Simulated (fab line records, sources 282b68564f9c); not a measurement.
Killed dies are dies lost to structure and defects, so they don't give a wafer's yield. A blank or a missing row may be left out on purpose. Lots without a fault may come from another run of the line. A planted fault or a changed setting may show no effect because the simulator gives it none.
Which tool did it? | flow rit_cmos | 6 lots, 18 wafers sampled, at 3 steps of a route of 202

WHAT THE GAUGES READ, wafer by wafer
RIT_CONTACT_THK_MEAS_01.
lot  | measured    | on            | CONTACT_TEOS_THK (nm)
L759 | day 3 18:11 | film_metro-04 | 392 397 401
L761 | day 4 05:22 | film_metro-04 | 399 390 403
L763 | day 4 14:25 | film_metro-02 | 403 400 399
L773 | day 6 13:36 | film_metro-04 | 399 523 403
L779 | day 7 18:09 | film_metro-02 | 398 397 401
L781 | day 8 07:59 | film_metro-02 | 397 403 401

WHICH TOOL RAN EACH LOT (tool, then ch and the chambers of the sampled wafers, then the start)
lot  | RIT_ACTIVE_STRIP_14                 | RIT_CONTACT_CVD_00
L759 | plasma_asher-02 ch 0,1, day 1 20:02 | pecvd-03 ch 0,1,2, day 3 18:08
L761 | plasma_asher-03 ch 0, day 2 07:45   | pecvd-02 ch 0,1, day 4 05:19
L763 | plasma_asher-02 ch 0,1, day 2 20:31 | pecvd-04 ch 0,1,2, day 4 14:22
L773 | plasma_asher-01 ch 0,1, day 4 19:22 | pecvd-04 ch 0,1,2, day 6 13:33
L779 | plasma_asher-01 ch 0,1, day 6 00:35 | pecvd-03 ch 0,1, day 7 18:06
L781 | plasma_asher-02 ch 0,1, day 6 11:58 | pecvd-03 ch 1,2, day 8 07:56
- RIT_ACTIVE_STRIP_14: strips in O2, time 180 s.
- RIT_CONTACT_CVD_00: deposits SiO2 from TEOS, target thk 400 nm, time 61 s.

THE ANSWER, worked out from the rows above alone
Rule: what is usual is taken from the lots themselves. Put in order of their means at a reading, lots are off if they are a third of the lots or fewer, leave a main group of 4 or more, and stand apart from it by a gap of 3 or more times the standard deviation of the main group's means; of several such gaps the widest counts. A main group whose means are all the same, to the digits that the tables above print for the reading, isn't used. A lot without any number at a reading at which 4 lots or more have one is off too. The other lots that the step has rows for count as sound.
Off: L773, at RIT_CONTACT_THK_MEAS_01 (CONTACT_TEOS_THK). The main group: mean 399 nm, standard deviation 1.6.
A tool fits if, at a process step before that reading, it ran every lot that is off, and no sound lot after the first of them. The gauges at RIT_CONTACT_THK_MEAS_01 are tried like those tools. Can't be told from this: 2 tools fit, pecvd-04 at RIT_CONTACT_CVD_00, film_metro-04 at RIT_CONTACT_THK_MEAS_01.

WHAT THE SIMULATOR HAD PUT IN
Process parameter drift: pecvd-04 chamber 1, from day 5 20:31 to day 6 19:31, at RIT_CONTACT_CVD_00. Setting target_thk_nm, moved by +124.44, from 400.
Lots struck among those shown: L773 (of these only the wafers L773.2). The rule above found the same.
